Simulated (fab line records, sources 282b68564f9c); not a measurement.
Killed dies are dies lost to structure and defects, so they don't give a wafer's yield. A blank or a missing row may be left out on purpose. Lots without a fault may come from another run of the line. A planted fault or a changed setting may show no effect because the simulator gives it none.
A struck lot beside a sound one | flow rit_cmos | 15 steps out of a route of 202
Sound: wafers L336.1, L336.2, L336.3. Struck: wafers L347.4, L347.5, L347.6. The cause comes at the end.
At each step with rows: each side's tool, then ch and its chambers, then its first start. Under that, the readings that differ: sound wafers | struck wafers | difference of the means | sigmas: that difference in standard deviations of wafers without a fault.
alike: readings whose means differ by less than 2 such deviations, and words and numbers that are the same on both sides. not compared: withheld readings, readings that some wafer has no value for, bounds like >300 that may hide the same value, and numbers for which the record gives no deviation and whose values overlap.
The two part at a step that has a row with sigmas, a row that says differs or no value, or rows on one side only. Numbers that don't overlap but have no deviation are shown without sigmas and don't part them. A reading that every wafer of one side lacks parts them only if that side has two wafers or more.

RIT_SPACER_ETCHBACK_05: etches Si3N4 in SF6/CHF3, stops on SiO2, target depth 250 nm, time 240 s.
  sound on rie_diel-02 ch 0,1,2, day 4 03:43; struck on rie_diel-02 ch 2,3, day 6 11:13
  alike: SF6_flow_sccm, drypump_motor_current_A, oes_product_au, throttle_valve_pct
  not compared: rf_hours_counter_h
then, 6 steps without rows for these wafers: RIT_NSD_HMDS_00 (prime time 60 s); RIT_NSD_COAT_01 (resist thk 1000 nm); RIT_NSD_SOFTBAKE_02 (time 60 s); RIT_NSD_EXPOSE_03 (exposes mask M9, target cd 40700 nm); RIT_NSD_PEB_04; RIT_NSD_DEVELOP_05 (develop time 50 s).
RIT_NSD_OVL_MEAS_06:
  sound on overlay-02, day 4 04:50; struck on overlay-01, day 6 12:21
  alike: NSD_OVL
then, 2 steps without rows for these wafers: RIT_NSD_HARDBAKE_07 (time 60 s); RIT_NSD_IMPLANT_08.
RIT_NSD_STRIP_09: strips in O2, time 180 s.
  sound on plasma_asher-04 ch 0,1, day 4 05:10; struck on plasma_asher-04 ch 0,1, day 6 12:44
  alike: drypump_motor_current_A
  not compared: rf_hours_counter_h
RIT_NSD_TW_MEAS_10:
  sound on film_metro-01, day 4 05:20; struck on film_metro-03, day 6 12:52
  alike: NSD_TW
RIT_PSD_HMDS_00: prime time 60 s.
  sound on litho_track-04 ch 0, day 4 05:24; struck on litho_track-03 ch 0, day 6 12:59
  reading          | sound                | struck               | difference | sigmas
  prime_temp_c (C) | 140.02 140.02 139.87 | 138.08 138.02 138.11 | -1.90      | -13
then, 1 step without rows for these wafers: RIT_PSD_COAT_01 (resist thk 1000 nm).
RIT_M1_PROBE_99:
  sound on prober-02, day 4 14:37; struck on prober-02, day 6 22:18
  alike: killed_at_contacts, killed_at_front_end, killed_dies, killed_open, killed_short

WHERE THEY PART
Only at RIT_PSD_HMDS_00, within this record. Later steps at which nothing parts them and some readings are alike: RIT_M1_PROBE_99.

WHY: what the simulator had put in
Process parameter drift: litho_track-03, from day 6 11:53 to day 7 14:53, at RIT_PSD_HMDS_00. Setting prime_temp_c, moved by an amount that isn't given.
